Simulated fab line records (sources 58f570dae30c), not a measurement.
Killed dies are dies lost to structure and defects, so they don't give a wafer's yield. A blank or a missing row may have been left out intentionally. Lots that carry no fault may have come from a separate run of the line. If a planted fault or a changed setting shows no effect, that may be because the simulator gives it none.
Split-lot study || flow berkeley_cmos170 || route with 331 steps; 5 lots, 23 wafers read

## THE SPLIT ITSELF
At UCB170_PFIELD_EXPOSE_03 (exposes mask PFIELD, target cd 1500 nm), the setting dose_mj was moved away from the recipe's 30 on 7 of the 23 wafers read, by -4.8% to +3.6%. All remaining wafers had this setting at the recipe value.

## FROM SPLIT TO READING: 1 step shown by the file between the two
- UCB170_PFIELD_PEB_04

## THE READING
PFIELD.cd_nm (the simulator's own value, which no gauge read), in nm, at UCB170_PFIELD_DEVELOP_05 (develop time 45 s). No usual value for it is given in the file. Across the 16 wafers here that went through the recipe, the average is 1501 nm and the standard deviation 0.83 nm.

{"wafer": "L077.1", "tool, chamber at the split": "krf_scanner-01, 0", "dose_mj as run": 29.4, "against the recipe": "-2.0%", "PFIELD.cd_nm, nm": 1498, "against lot-mates on the recipe": -3}
{"wafer": "L077.4", "tool, chamber at the split": "krf_scanner-01, 0", "dose_mj as run": 29.4, "against the recipe": "-2.0%", "PFIELD.cd_nm, nm": 1498, "against lot-mates on the recipe": -3}
{"wafer": "L077.2", "tool, chamber at the split": "krf_scanner-01, 0", "dose_mj as run": 30, "against the recipe": "recipe", "PFIELD.cd_nm, nm": 1501, "against lot-mates on the recipe": "-"}
{"wafer": "L077.6", "tool, chamber at the split": "krf_scanner-01, 0", "dose_mj as run": 30, "against the recipe": "recipe", "PFIELD.cd_nm, nm": 1501, "against lot-mates on the recipe": "-"}
{"wafer": "L077.5", "tool, chamber at the split": "krf_scanner-01, 0", "dose_mj as run": 29.4, "against the recipe": "-2.0%", "PFIELD.cd_nm, nm": 1497, "against lot-mates on the recipe": -4}
{"wafer": "L075.1", "tool, chamber at the split": "krf_scanner-02, 0", "dose_mj as run": 30, "against the recipe": "recipe", "PFIELD.cd_nm, nm": 1501, "against lot-mates on the recipe": "-"}
{"wafer": "L075.2", "tool, chamber at the split": "krf_scanner-02, 0", "dose_mj as run": 30, "against the recipe": "recipe", "PFIELD.cd_nm, nm": 1501, "against lot-mates on the recipe": "-"}
{"wafer": "L075.3", "tool, chamber at the split": "krf_scanner-02, 0", "dose_mj as run": 30, "against the recipe": "recipe", "PFIELD.cd_nm, nm": 1501, "against lot-mates on the recipe": "-"}
{"wafer": "L075.4", "tool, chamber at the split": "krf_scanner-02, 0", "dose_mj as run": 30, "against the recipe": "recipe", "PFIELD.cd_nm, nm": 1500, "against lot-mates on the recipe": "-"}
{"wafer": "L075.5", "tool, chamber at the split": "krf_scanner-02, 0", "dose_mj as run": 30, "against the recipe": "recipe", "PFIELD.cd_nm, nm": 1500, "against lot-mates on the recipe": "-"}
{"wafer": "L085.2", "tool, chamber at the split": "krf_scanner-01, 0", "dose_mj as run": 31.08, "against the recipe": "+3.6%", "PFIELD.cd_nm, nm": 1508, "against lot-mates on the recipe": "+7"}
{"wafer": "L085.5", "tool, chamber at the split": "krf_scanner-01, 0", "dose_mj as run": 31.08, "against the recipe": "+3.6%", "PFIELD.cd_nm, nm": 1508, "against lot-mates on the recipe": "+7"}
{"wafer": "L085.3", "tool, chamber at the split": "krf_scanner-01, 0", "dose_mj as run": 30, "against the recipe": "recipe", "PFIELD.cd_nm, nm": 1501, "against lot-mates on the recipe": "-"}
{"wafer": "L085.4", "tool, chamber at the split": "krf_scanner-01, 0", "dose_mj as run": 30, "against the recipe": "recipe", "PFIELD.cd_nm, nm": 1501, "against lot-mates on the recipe": "-"}
{"wafer": "L085.6", "tool, chamber at the split": "krf_scanner-01, 0", "dose_mj as run": 30, "against the recipe": "recipe", "PFIELD.cd_nm, nm": 1502, "against lot-mates on the recipe": "-"}
{"wafer": "L083.1", "tool, chamber at the split": "krf_scanner-02, 0", "dose_mj as run": 28.57, "against the recipe": "-4.8%", "PFIELD.cd_nm, nm": 1491, "against lot-mates on the recipe": -9}
{"wafer": "L083.6", "tool, chamber at the split": "krf_scanner-02, 0", "dose_mj as run": 28.57, "against the recipe": "-4.8%", "PFIELD.cd_nm, nm": 1491, "against lot-mates on the recipe": -9}
{"wafer": "L083.2", "tool, chamber at the split": "krf_scanner-02, 0", "dose_mj as run": 30, "against the recipe": "recipe", "PFIELD.cd_nm, nm": 1500, "against lot-mates on the recipe": "-"}
{"wafer": "L083.5", "tool, chamber at the split": "krf_scanner-02, 0", "dose_mj as run": 30, "against the recipe": "recipe", "PFIELD.cd_nm, nm": 1500, "against lot-mates on the recipe": "-"}
{"wafer": "L083.3", "tool, chamber at the split": "krf_scanner-02, 0", "dose_mj as run": 30, "against the recipe": "recipe", "PFIELD.cd_nm, nm": 1499, "against lot-mates on the recipe": "-"}
{"wafer": "L084.2", "tool, chamber at the split": "krf_scanner-01, 0", "dose_mj as run": 30, "against the recipe": "recipe", "PFIELD.cd_nm, nm": 1502, "against lot-mates on the recipe": "-"}
{"wafer": "L084.6", "tool, chamber at the split": "krf_scanner-01, 0", "dose_mj as run": 30, "against the recipe": "recipe", "PFIELD.cd_nm, nm": 1502, "against lot-mates on the recipe": "-"}
{"wafer": "L084.3", "tool, chamber at the split": "krf_scanner-01, 0", "dose_mj as run": 30, "against the recipe": "recipe", "PFIELD.cd_nm, nm": 1500, "against lot-mates on the recipe": "-"}

FIT RESULTS
A straight line over all 23 wafers: PFIELD.cd_nm changes by +1.97 nm for each +1% of dose_mj; r = +0.98; the points scatter about the line by 0.82 nm.
The same after taking each lot's own level away (the mean of its wafers on the recipe; 23 wafers): +1.81 nm for each +1%; r = +0.99; scatter 0.54 nm.
On that fit, the largest move of dose_mj shifts the reading by 8.6 nm.
From 1499.7 to 1501.3 nm: that is the span of the lots' own levels, equal to 2.0 times the standard deviation above.
Consequently the slope shifts little with the lot-to-lot level, the two slopes agreeing.
Check: for one of the wafers moved furthest among these (-4.8%), held out of the fit, the line's prediction against its lot-mates is -8.56 nm. Against them it came out at -8.67 nm.

## ADDITIONAL SPLITS CARRIED BY THESE WAFERS
Note: prior to the reading, these wafers also went through further splits. Each is held against what the fit with the lots' levels taken away leaves over:
{"other split on the same wafers": "UCB170_START_OXIDATION_02 temp_c", "wafers away from the commonest value": 10, "r with PFIELD.cd_nm (lot level and that fit taken away)": -0.04}
{"other split on the same wafers": "UCB170_NWELL_COAT_07 spin_rpm", "wafers away from the commonest value": 4, "r with PFIELD.cd_nm (lot level and that fit taken away)": -0.02}
{"other split on the same wafers": "UCB170_PWELL_COAT_08 spin_rpm", "wafers away from the commonest value": 7, "r with PFIELD.cd_nm (lot level and that fit taken away)": -0.16}
{"other split on the same wafers": "UCB170_PWELL_IMPLANT_15 dose_cm2", "wafers away from the commonest value": 8, "r with PFIELD.cd_nm (lot level and that fit taken away)": "+0.07"}
{"other split on the same wafers": "UCB170_WELLDRIVE_OXIDATION_01 temp_c", "wafers away from the commonest value": 18, "r with PFIELD.cd_nm (lot level and that fit taken away)": -0.06}
{"other split on the same wafers": "UCB170_ACTIVE_COAT_08 resist_thk_nm", "wafers away from the commonest value": 10, "r with PFIELD.cd_nm (lot level and that fit taken away)": "+0.18"}

## THE FILE'S OWN FIT
PFIELD.cd_nm changes by +1.86 nm for each +1% of dose_mj, r = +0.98.
